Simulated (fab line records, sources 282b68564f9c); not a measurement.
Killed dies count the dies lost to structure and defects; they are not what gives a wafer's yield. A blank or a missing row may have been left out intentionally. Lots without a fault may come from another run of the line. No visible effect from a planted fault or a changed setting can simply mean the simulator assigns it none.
Comparing a struck lot with a sound one ; flow rit cmos ; 16 out of 202 route steps
Sound: these wafers, L720.1, L720.2, L720.6. Wafers L723.1, L723.3, L723.6 were the ones struck. The cause comes at the end.
Order at every step that has rows: each side's tool, ch and its chambers, its first start. Under that, the readings that differ: sound wafers ; struck wafers ; difference of the means ; sigmas: that difference in standard deviations of wafers without a fault.
alike: a reading whose means differ by less than 2 such deviations, as well as words and numbers matching on both sides. not compared: withheld readings; readings where some wafer has no value; bounds like >300 that might hide an equal value; numbers whose values overlap and for which the record gives no deviation.
A row with sigmas, a row that says differs or no value, or rows on one side alone: a step with any of these is where the two part. Non-overlapping numbers with no deviation appear without sigmas and do not part them. Lack of a reading on every wafer of one side parts them only where that side has two or more wafers.

first, 2 steps without rows for these wafers: RIT_NRETRO_HARDBAKE_07 (time 120 s); RIT_NRETRO_IMPLANT_08.
RIT_NRETRO_STRIP_09: strips in O2, time 180 s.
  sound on plasma asher-03 ch 0,1, day 2 21:13; struck on plasma asher-02 ch 0,1, day 3 14:26
  alike: drypump motor current A
  not compared: rf hours counter h
RIT_NRETRO_TW_MEAS_10:
  sound on film metro-03, day 2 21:23; struck on film metro-01, day 3 14:36
reading;sound;struck;difference;sigmas
NRETRO_TW;1053 1054 1055;1022 1029 1023;-29;-3
then, 6 steps without rows for these wafers: RIT_PRETRO_HMDS_00 (prime time 60 s); RIT_PRETRO_COAT_01 (resist thk 1300 nm); RIT_PRETRO_SOFTBAKE_02 (time 60 s); RIT_PRETRO_EXPOSE_03 (exposes mask M5, target cd 43700 nm); RIT_PRETRO_PEB_04; RIT_PRETRO_DEVELOP_05 (develop time 68 s).
RIT_PRETRO_OVL_MEAS_06:
  sound on overlay-02, day 2 22:28; struck on overlay-02, day 3 15:40
  alike: PRETRO_OVL
then, 1 step without rows for these wafers: RIT_PRETRO_HARDBAKE_07 (time 120 s).
RIT_PRETRO_IMPLANT_08:
  sound on implanter-01 ch 0, day 2 22:44; struck on implanter-01 ch 0, day 3 15:58
RIT_PRETRO_STRIP_09: strips in O2, time 180 s.
  sound on plasma asher-02 ch 0,1, day 2 22:53; struck on plasma asher-02 ch 0, day 3 16:07
  alike: drypump motor current A
  not compared: rf hours counter h
RIT_PRETRO_TW_MEAS_10:
  sound on film metro-04, day 2 23:04; struck on film metro-02, day 3 16:31
reading;sound;struck;difference;sigmas
PRETRO_TW;477 477 476;447 448 450;-28;-5
  not compared: hold
RIT_M1_PROBE_99:
  sound on prober-01, day 4 01:57; struck on prober-01, day 5 02:08
  no value came back on the struck wafers for any of 8 readings (model.etest.nmos_0p15.drive ua um range, model.etest.nmos_0p15.drive ua um rim less centre and others); on the sound wafers model.etest.nmos_0p15.drive ua um range reads 11.06 10.77 11.27
reading;sound;struck;difference;sigmas
killed_at_M0_to_M3;0 0 0;1 0 0;+0;+2
  alike: killed at contacts, killed at front end, killed dies, killed open, killed short

== WHERE THEY PART ==
At RIT_NRETRO_TW_MEAS_10 first; at RIT_M1_PROBE_99 last (within this record only).

WHY: what the simulator had put in
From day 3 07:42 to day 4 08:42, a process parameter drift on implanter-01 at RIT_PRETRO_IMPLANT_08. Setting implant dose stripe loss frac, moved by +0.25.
